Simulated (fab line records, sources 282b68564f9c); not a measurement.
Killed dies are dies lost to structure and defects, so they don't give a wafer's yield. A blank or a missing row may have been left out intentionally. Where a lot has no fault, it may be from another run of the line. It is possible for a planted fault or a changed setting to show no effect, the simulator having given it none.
fab line records	flow rit_cmos
[record] lots = 15	wafers = 45	last_day = 7
route steps=202 shown NWELL@29 PWELL@49 M1@202
lots untouched by any fault: they come from a run of this same line in which no faults occurred
start_h: hours from the record's first day to the start of the lot's first wafer shown	wait_h: hours from the lot's prior step to this one	" as in the row above	L1.1+2: one row covering several wafers at once	- value missing, or start not given	* or withheld: withheld	< > ~ a bound
route shown NAME@n: names a module that has steps shown in the file, with the first one's number in the route	usual: the fault-free wafers' mean and standard deviation	same: alike in all rows	chamber/n: place in a boat	sites: readings site by site	_std_site: standard deviation of those values	_edge_site: mean of outer sites minus mean of inner sites	radius_mm: how far each site lies from the wafer's centre	mask NAME#n: copy n	behind: the tool/chamber that last shaped the wafer	hold: why the lot was held/for how many hours/how that ended	device: which transistor (n, p or np) failed to switch	end of line: the route-end tests of the same wafers	a step given without rows: its recipe and nothing more	killed: the dies lost at the first sort to structure and to defects; this is not the yield of the wafer	map: a wafer's dies, marking killed ones x, the rest . and places with no die _
set.NAME: setting as actually run; set.NAME@STEP: the setting as run at that earlier step	model.NAME: the simulator's own value behind a step, which no gauge read
one table for each step of the route and one row for each wafer, over a sample of lots
services: the hour from which a tool's chamber was out of use, counted from the record's first day as start_h (under 0 if before that day), plus the number of hours and why
[[steps]]
[step RIT_NWELL_COAT_01]
[recipe] resist = NOVOLAK	spin_rpm = 2000	resist_thk_nm = 1300
[usual] chill_plate_temp_C = 22.97/0.11	dispense_pressure_kPa = 46.2/1.8
lot.wafer	tool	chamber	start_h	wait_h	chill_plate_temp_C	dispense_pressure_kPa
L420.1	litho_track-01	0	22.02	0.1	22.75	44.5
L420.4	"	0	"	"	22.94	44.5
L420.6	"	0	"	"	22.92	44.5
L421.2	litho_track-02	0	25.30	0.1	23.00	48.4
L421.4	"	0	"	"	23.04	48.5
L421.6	"	0	"	"	23.03	48.5
L422.1	litho_track-03	0	33.81	0.1	23.00	46.3
L422.3	"	0	"	"	22.99	46.4
L422.4	"	0	"	"	22.91	46.4
L423.1	litho_track-02	0	38.12	0.1	22.98	48.6
L423.4	"	0	"	"	22.76	48.5
L423.6	"	0	"	"	22.99	48.5
L426.1	litho_track-01	-	52.01	0.1	-	-
L426.2	"	-	"	"	-	-
L426.6	"	-	"	"	-	-
L427.3	litho_track-02	-	55.68	0.1	-	-
L427.4	"	-	"	"	-	-
L427.5	"	-	"	"	-	-
L428.2	litho_track-01	-	62.67	0.1	-	-
L428.3	"	-	"	"	-	-
L428.4	"	-	"	"	-	-
L429.1	litho_track-02	0	67.02	0.1	23.07	48.5
L429.2	"	0	"	"	22.94	48.5
L429.3	"	0	"	"	23.11	48.6
L430.1	litho_track-03	0	76.35	0.1	22.79	46.4
L430.2	"	0	"	"	22.83	46.4
L430.4	"	0	"	"	22.86	46.3
L435.1	litho_track-02	0	96.01	0.1	23.08	48.5
L435.2	"	0	"	"	23.00	48.5
L435.4	"	0	"	"	23.12	48.5
L436.1	litho_track-02	0	103.02	0.1	22.97	48.6
L436.3	"	0	"	"	22.87	48.6
L436.4	"	0	"	"	22.74	48.5
L437.2	litho_track-02	0	106.76	0.1	22.95	48.5
L437.3	"	0	"	"	23.13	48.5
L437.6	"	0	"	"	22.87	48.5
L439.3	litho_track-01	0	116.01	0.1	22.96	44.5
L439.4	"	0	"	"	22.87	44.5
L439.6	"	0	"	"	23.01	44.5
L441.1	litho_track-03	0	126.25	0.1	22.93	46.4
L441.5	"	0	"	"	23.16	46.4
L441.6	"	0	"	"	23.04	46.4
L443.1	litho_track-02	0	136.87	0.1	22.91	48.5
L443.2	"	0	"	"	22.85	48.6
L443.6	"	0	"	"	22.80	48.6
[step RIT_NWELL_OVL_MEAS_06]
[usual] NWELL_OVL = -0.6/1.6
lot.wafer	tool	chamber	start_h	wait_h	NWELL_OVL[nm]
L420.1	overlay-02	-	22.87	-	0.2
L420.4	"	-	"	"	-0.7
L420.6	"	-	"	"	-1.7
L421.2	overlay-02	-	26.13	-	-3.0
L421.4	"	-	"	"	-1.3
L421.6	"	-	"	"	-3.2
L422.1	overlay-01	-	34.54	-	0.6
L422.3	"	-	"	"	-0.1
L422.4	"	-	"	"	-0.8
L423.1	overlay-02	-	38.98	-	-0.3
L423.4	"	-	"	"	1.2
L423.6	"	-	"	"	1.8
L426.1	overlay-01	-	52.74	-	-
L426.2	"	-	"	"	-
L426.6	"	-	"	"	-
L427.3	overlay-02	-	56.49	-	-
L427.4	"	-	"	"	-
L427.5	"	-	"	"	-
L428.2	overlay-01	-	63.38	-	-
L428.3	"	-	"	"	-
L428.4	"	-	"	"	-
L429.1	overlay-01	-	67.75	-	0.2
L429.2	"	-	"	"	-1.6
L429.3	"	-	"	"	0.5
L430.1	overlay-02	-	77.08	-	-3.0
L430.2	"	-	"	"	-4.0
L430.4	"	-	"	"	-3.3
L435.1	overlay-01	-	96.74	-	-2.9
L435.2	"	-	"	"	-2.8
L435.4	"	-	"	"	-3.6
L436.1	overlay-02	-	103.96	-	1.2
L436.3	"	-	"	"	-0.8
L436.4	"	-	"	"	0.1
L437.2	overlay-01	-	107.47	-	0.7
L437.3	"	-	"	"	-0.1
L437.6	"	-	"	"	2.2
L439.3	overlay-02	-	116.82	-	-1.8
L439.4	"	-	"	"	-2.9
L439.6	"	-	"	"	-1.1
L441.1	overlay-01	-	126.98	-	0.6
L441.5	"	-	"	"	0.6
L441.6	"	-	"	"	0.9
L443.1	overlay-02	-	137.60	-	1.5
L443.2	"	-	"	"	-1.3
L443.6	"	-	"	"	-2.6
[step RIT_PWELL_TW_MEAS_10]
[usual] PWELL_TW = 946/8.9
lot.wafer	tool	chamber	start_h	wait_h	PWELL_TW
L420.1	film_metro-01	-	25.04	0.1	955
L420.4	"	-	"	"	956
L420.6	"	-	"	"	956
L421.2	film_metro-02	-	28.42	0.1	929
L421.4	"	-	"	"	933
L421.6	"	-	"	"	926
L422.1	film_metro-02	-	36.70	0.1	933
L422.3	"	-	"	"	929
L422.4	"	-	"	"	938
L423.1	film_metro-01	-	41.14	0.1	958
L423.4	"	-	"	"	957
L423.6	"	-	"	"	953
L426.1	film_metro-01	-	55.00	0.1	2201
L426.2	"	-	"	"	2190
L426.6	"	-	"	"	2192
L427.3	film_metro-04	-	58.68	0.1	2207
L427.4	"	-	"	"	2208
L427.5	"	-	"	"	2207
L428.2	film_metro-04	-	65.73	0.1	2190
L428.3	"	-	"	"	2189
L428.4	"	-	"	"	2205
L429.1	film_metro-01	-	70.10	0.1	956
L429.2	"	-	"	"	948
L429.3	"	-	"	"	952
L430.1	film_metro-04	-	79.49	0.1	947
L430.2	"	-	"	"	950
L430.4	"	-	"	"	950
L435.1	film_metro-02	-	99.12	0.1	937
L435.2	"	-	"	"	932
L435.4	"	-	"	"	939
L436.1	film_metro-04	-	106.27	0.1	947
L436.3	"	-	"	"	946
L436.4	"	-	"	"	949
L437.2	film_metro-04	-	109.76	0.1	950
L437.3	"	-	"	"	951
L437.6	"	-	"	"	948
L439.3	film_metro-04	-	119.33	0.1	946
L439.4	"	-	"	"	944
L439.6	"	-	"	"	948
L441.1	film_metro-01	-	129.15	0.1	953
L441.5	"	-	"	"	953
L441.6	"	-	"	"	954
L443.1	film_metro-01	-	139.78	0.1	947
L443.2	"	-	"	"	948
L443.6	"	-	"	"	952
[step RIT_M1_PROBE_99]
[usual] killed_at_M0_to_M3 = 0.0/0.12	killed_at_contacts = 0.1/0.34	killed_at_front_end = 7.0/2.9	killed_dies = 7.2/2.9	killed_on_rim = 2.1/1.4	killed_open = 3.6/1.9	killed_short = 3.5/2.1
[same] gross_dies = 264	killed_at_M4_up = 0	killed_at_back_side = 0	killed_at_other = 0
lot.wafer	tool	chamber	start_h	wait_h	killed_at_M0_to_M3	killed_at_contacts	killed_at_front_end	killed_dies	killed_on_rim	killed_open	killed_short
L421.2	prober-01	-	67.48	0.1	0	0	8	8	2	4	4
L421.4	prober-01	-	67.58	0.2	0	0	9	9	1	4	5
L421.6	prober-01	-	67.68	0.2	0	0	6	6	1	5	1
L423.1	prober-01	-	77.00	0.1	0	0	9	9	3	4	5
L423.4	prober-01	-	77.15	0.2	0	0	9	9	2	5	3
L423.6	prober-01	-	77.25	0.2	0	0	13	13	4	5	8
L426.1	prober-01	-	90.53	0.1	0	0	264	264	70	1	5
L426.2	prober-01	-	90.58	0.1	0	0	264	264	70	6	5
L426.6	prober-01	-	90.78	0.2	0	0	264	264	70	1	5
L427.3	prober-02	-	95.48	0.2	0	0	264	264	70	4	5
L427.4	prober-02	-	95.53	0.2	0	0	264	264	70	3	0
L427.5	prober-02	-	95.58	0.2	0	0	264	264	70	4	2
L428.2	prober-01	-	103.70	0.1	0	0	264	264	70	4	3
L428.3	prober-01	-	103.75	0.2	0	0	264	264	70	7	3
L428.4	prober-01	-	103.80	0.2	0	0	264	264	70	3	3
L435.1	prober-02	-	134.22	0.1	0	0	7	7	2	3	4
L435.4	prober-02	-	134.37	0.2	0	0	7	7	3	2	5
L436.1	prober-01	-	141.63	0.1	0	0	13	13	4	7	6
L436.3	prober-01	-	141.73	0.2	0	0	12	12	2	7	5
L436.4	prober-01	-	141.78	0.2	0	0	4	4	2	0	4
L437.2	prober-02	-	146.60	0.1	0	0	7	7	5	1	6
L437.3	prober-02	-	146.65	0.2	0	0	4	4	3	1	3
L437.6	prober-02	-	146.80	0.2	0	0	8	8	2	3	5
L441.1	prober-02	-	164.37	0.1	0	0	1	1	0	0	1
L441.5	prober-02	-	164.57	0.2	0	0	6	6	1	2	4
L441.6	prober-02	-	164.62	0.2	0	1	3	4	0	2	2
// killed by level:class
L421.2 GATE:geometric_particle:open=3 GATE:geometric_particle:short=3 REOX:geometric_particle:open=1 SILICIDE:geometric_particle:short=1
L421.4 REOX:geometric_particle:open=3 FOX1:geometric_particle:short=2 REOX:geometric_particle:short=2 GATE:geometric_particle:short=1 GATE:geometric_particle:open=1
L421.6 FOX1:geometric_particle:open=2 GATE:geometric_particle:open=2 FOX2:geometric_particle:open=1 FOX2:geometric_particle:short=1
L423.1 SPACER:geometric_particle:open=2 SILICIDE:geometric_particle:short=2 FOX1:geometric_particle:short=1 FOX2:geometric_particle:open=1 GATE:geometric_particle:short=1 SPACER:geometric_particle:short=1 SILICIDE:geometric_particle:open=1
L423.4 GATE:geometric_particle:open=2 FOX1:geometric_particle:short=1 FOX2:geometric_particle:open=1 FOX2:geometric_particle:short=1 GATE:geometric_particle:short=1 SPACER:geometric_particle:open=1 SILICIDE:geometric_particle:open=1 PLDD:coat_microbubble_printed=1
L423.6 SPACER:geometric_particle:short=4 SILICIDE:geometric_particle:short=4 SILICIDE:geometric_particle:open=2 FOX1:geometric_particle:open=1 REOX:geometric_particle:open=1 SPACER:geometric_particle:open=1
L426.1 NWELL:area_expose=258 GATE:geometric_particle:short=2 FOX1:geometric_particle:short=1 GATE:geometric_particle:open=1 SPACER:geometric_particle:short=1 SILICIDE:geometric_particle:short=1
L426.2 NWELL:area_expose=253 GATE:geometric_particle:open=3 SPACER:geometric_particle:short=3 GATE:geometric_particle:short=2 REOX:geometric_particle:open=1 SPACER:geometric_particle:open=1 SILICIDE:geometric_particle:open=1
L426.6 NWELL:area_expose=258 SPACER:geometric_particle:short=2 SILICIDE:geometric_particle:short=2 GATE:geometric_particle:open=1 GATE:geometric_particle:short=1
L427.3 NWELL:area_expose=255 GATE:geometric_particle:open=2 GATE:geometric_particle:short=2 FOX2:geometric_particle:short=1 FOX2:geometric_particle:open=1 SPACER:geometric_particle:open=1 SPACER:geometric_particle:short=1 SILICIDE:geometric_particle:short=1
L427.4 NWELL:area_expose=261 GATE:geometric_particle:open=2 SPACER:geometric_particle:open=1
L427.5 NWELL:area_expose=258 GATE:geometric_particle:open=2 REOX:geometric_particle:open=2 GATE:geometric_particle:short=1 SPACER:geometric_particle:short=1
L428.2 NWELL:area_expose=257 GATE:geometric_particle:open=4 FOX1:geometric_particle:short=2 SILICIDE:geometric_particle:short=1
L428.3 NWELL:area_expose=254 FOX1:geometric_particle:open=2 FOX1:geometric_particle:short=2 GATE:geometric_particle:open=2 SILICIDE:geometric_particle:open=2 REOX:geometric_particle:open=1 SILICIDE:geometric_particle:short=1
L428.4 NWELL:area_expose=258 SPACER:geometric_particle:open=3 SILICIDE:geometric_particle:short=2 SPACER:geometric_particle:short=1
L435.1 GATE:geometric_particle:open=2 GATE:geometric_particle:short=1 REOX:geometric_particle:short=1 REOX:geometric_particle:open=1 SPACER:geometric_particle:short=1 SILICIDE:geometric_particle:short=1
L435.4 GATE:geometric_particle:short=2 SILICIDE:geometric_particle:short=2 FOX1:geometric_particle:short=1 REOX:geometric_particle:open=1 SILICIDE:geometric_particle:open=1
L436.1 FOX2:geometric_particle:open=5 FOX2:geometric_particle:short=2 SILICIDE:geometric_particle:short=2 REOX:geometric_particle:open=1 REOX:geometric_particle:short=1 SPACER:geometric_particle:short=1 SILICIDE:geometric_particle:open=1
L436.3 GATE:geometric_particle:open=3 FOX2:geometric_particle:open=2 FOX2:geometric_particle:short=2 GATE:geometric_particle:short=2 SPACER:geometric_particle:open=2 SILICIDE:geometric_particle:short=1
L436.4 SILICIDE:geometric_particle:short=2 FOX1:geometric_particle:short=1 SPACER:geometric_particle:short=1
L437.2 SPACER:geometric_particle:short=3 REOX:geometric_particle:short=2 SPACER:geometric_particle:open=1 SILICIDE:geometric_particle:short=1
L437.3 FOX2:geometric_particle:short=1 REOX:geometric_particle:short=1 SPACER:geometric_particle:short=1 SILICIDE:geometric_particle:open=1
L437.6 GATE:geometric_particle:short=5 GATE:geometric_particle:open=2 SPACER:geometric_particle:open=1
L441.1 GATE:geometric_particle:short=1
L441.5 GATE:geometric_particle:short=2 SILICIDE:geometric_particle:short=1 GATE:geometric_particle:open=1 REOX:geometric_particle:short=1 SPACER:geometric_particle:open=1
L441.6 FOX1:geometric_particle:open=1 REOX:geometric_particle:short=1 SILICIDE:geometric_particle:open=1 CONTACT:geometric_particle:short=1
[[services]]
tool	chamber	start_h	hours	kind
litho_track-03	-	59.82	-	consumable_replace:filter
[[key]]
[first_sign] step = RIT_NWELL_COAT_01	reading = tool_record	direction = missing
[effect] step = RIT_NWELL_OVL_MEAS_06	reading = NWELL_OVL	direction = missing
[effect] step = RIT_PWELL_TW_MEAS_10	reading = PWELL_TW	direction = up	sigmas = 99+	usual = 946	struck = 2199
[effect] step = RIT_M1_PROBE_99	reading = killed_dies	direction = up	sigmas = 89	usual = 7.2	struck = 264
[more_kills_born_at] RIT_NWELL_EXPOSE_03@iline_stepper-01 = 1543	RIT_NWELL_EXPOSE_03@iline_stepper-02 = 769
met_at RIT_NWELL_COAT_01
struck_lots L426,L427,L428
tester_left_out L426,L427,L428
onset_between 38.12 52.01
[fault] kind = skipped_step_whole	tool = litho_track-01,litho_track-02	chamber = -	onset_h = 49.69	steps = RIT_NWELL_COAT_01	scope = struck_lots_only
// tester_left_out: of these lots the tester's yield and bins aren't shown, on N5 and GAA mostly nor the transistor test; their killed dies are dies lost to structure and defects alone, not to doping, threshold or leakage, so they don't give the yield
